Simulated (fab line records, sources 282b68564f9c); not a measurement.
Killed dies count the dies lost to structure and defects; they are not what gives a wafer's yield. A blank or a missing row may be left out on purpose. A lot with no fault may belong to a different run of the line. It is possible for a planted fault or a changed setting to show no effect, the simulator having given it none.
A struck lot beside a sound one	flow rit_cmos	32 steps out of a route of 202
Sound: the wafers L344.2, L344.3, L344.5. Struck: wafers L352.3, L352.4, L352.6. Last of all comes the cause.
At each step with rows: each side's tool, then ch and its chambers, then its first start. Under that, the readings that differ: sound wafers	struck wafers	difference of the means	sigmas: that difference in standard deviations of wafers without a fault.
alike: readings whose means differ by less than 2 such deviations, and words and numbers that are the same on both sides. not compared: withheld readings, readings that some wafer has no value for, bounds like >300 that may hide the same value, and numbers for which the record gives no deviation and whose values overlap.
A row with sigmas, a row that says differs or no value, or rows on one side alone: a step with any of these is where the two part. Non-overlapping numbers with no deviation appear without sigmas and do not part them. A reading missing from all wafers of one side parts the sides only when that side holds two or more wafers.

first, 2 steps without rows for these wafers: RIT_SPACER_CLEAN_02 (cleans in SC2, time 600 s); RIT_SPACER_CVD_03 (deposits Si3N4 from SiH2Cl2/NH3, target thk 250 nm, time 3300 s).
RIT_SPACER_THK_MEAS_04:
  sound on film_metro-03 at day 4 08:28; struck on film_metro-04 at day 6 09:59
  alike: SPACER_NITRIDE_THK
RIT_SPACER_ETCHBACK_05: etches Si3N4 in SF6/CHF3, stops on SiO2, target depth 250 nm, time 240 s.
  sound on rie_diel-02 ch 0,1, day 4 08:31; struck on rie_diel-01 ch 0,1, day 6 10:01
reading	sound	struck	difference	sigmas
oes_product_au (a.u.)	0.834 0.849 0.842	0.871 0.849 0.872	+0.022	+2
  alike: CHF3_flow_sccm, drypump_motor_current_A, throttle_valve_pct
  not compared: rf_hours_counter_h
then, 6 steps without rows for these wafers: RIT_NSD_HMDS_00 (prime time 60 s); RIT_NSD_COAT_01 (resist thk 1000 nm); RIT_NSD_SOFTBAKE_02 (time 60 s); RIT_NSD_EXPOSE_03 (exposes mask M9, target cd 40700 nm); RIT_NSD_PEB_04; RIT_NSD_DEVELOP_05 (develop time 50 s).
RIT_NSD_OVL_MEAS_06:
  sound on overlay-01 at day 4 09:38; struck on overlay-01 at day 6 11:02
  alike: NSD_OVL
then, 1 step without rows for these wafers: RIT_NSD_HARDBAKE_07 (time 60 s).
RIT_NSD_IMPLANT_08:
  sound on implanter-02 ch 0, day 4 09:50; struck on implanter-02 ch 0, day 6 11:15
reading	sound	struck	difference	sigmas
dose_ions_cm2	1.0003e+15 1.0012e+15 1.0003e+15	6.984e+14 6.992e+14 6.997e+14	-3.015e+14	-99 or more
faraday_current_uA	3153 3076 3207	2197 2155 2206	-959	-15
  alike: end_station_pressure_torr
RIT_NSD_STRIP_09: strips in O2, time 180 s.
  sound on plasma_asher-01 ch 0,1, day 4 09:58; struck on plasma_asher-02 ch 0,1, day 6 11:25
  alike: drypump_motor_current_A
  not compared: rf_hours_counter_h
RIT_NSD_TW_MEAS_10:
  sound on film_metro-04 at day 4 10:09; struck on film_metro-01 at day 6 11:46
reading	sound	struck	difference	sigmas
NSD_TW	3141 3144 3128	2879 2873 2869	-264	-18
  not compared: hold
then, 5 steps without rows for these wafers: RIT_PSD_COAT_01 (resist thk 1000 nm); RIT_PSD_SOFTBAKE_02 (time 60 s); RIT_PSD_EXPOSE_03 (exposes mask M10, target cd 40900 nm); RIT_PSD_PEB_04; RIT_PSD_DEVELOP_05 (develop time 50 s).
RIT_PSD_OVL_MEAS_06:
  sound on overlay-01 at day 4 11:04; struck on overlay-01 at day 6 16:41
  alike: PSD_OVL
then, 2 steps without rows for these wafers: RIT_PSD_HARDBAKE_07 (time 60 s); RIT_PSD_IMPLANT_08.
RIT_PSD_STRIP_09: strips in O2, time 180 s.
  sound on plasma_asher-03 ch 0, day 4 11:23; struck on plasma_asher-03 ch 0,1, day 6 17:08
  alike: drypump_motor_current_A
  not compared: rf_hours_counter_h
RIT_PSD_TW_MEAS_10:
  sound on film_metro-04 at day 4 11:34; struck on film_metro-02 at day 6 17:16
reading	sound	struck	difference	sigmas
PSD_TW	3448 3452 3435	3413 3414 3409	-33	-2
then, 3 steps without rows for these wafers: RIT_SDANNEAL_CLEAN_00 (cleans in SC1, time 600 s); RIT_SDANNEAL_CLEAN_01 (cleans in dHF, time 30 s); RIT_SDANNEAL_CLEAN_02 (cleans in SC2, time 600 s).
RIT_SDANNEAL_RTA_03: time 5 s.
  sound on rtp_anneal-01 ch 0, day 4 12:01; struck on rtp_anneal-02 ch 0, day 6 17:44
  alike: chamber_o2_ppm, wafer_temp_C_max
RIT_SDANNEAL_RS_MEAS_04: measures by four-point-probe.
  sound on film_metro-04 at day 4 12:05; struck on film_metro-01 at day 6 17:50
  alike: PSD_RS
RIT_SDANNEAL_RS_MEAS_05: measures by four-point-probe.
  sound on film_metro-04 at day 4 12:13; struck on film_metro-01 at day 6 18:14
reading	sound	struck	difference	sigmas
NSD_RS (ohm/sq)	84.65 84.22 84.67	112.86 112.64 112.97	+28.31	+99 or more
  not compared: hold
RIT_M1_PROBE_99:
  the record holds rows for the sound wafers here (prober-02, day 4 20:34) but none for the struck ones

WHERE THEY PART
At RIT_SPACER_ETCHBACK_05 first; at RIT_M1_PROBE_99 last (within this record only).

WHY: whatever the simulator had introduced
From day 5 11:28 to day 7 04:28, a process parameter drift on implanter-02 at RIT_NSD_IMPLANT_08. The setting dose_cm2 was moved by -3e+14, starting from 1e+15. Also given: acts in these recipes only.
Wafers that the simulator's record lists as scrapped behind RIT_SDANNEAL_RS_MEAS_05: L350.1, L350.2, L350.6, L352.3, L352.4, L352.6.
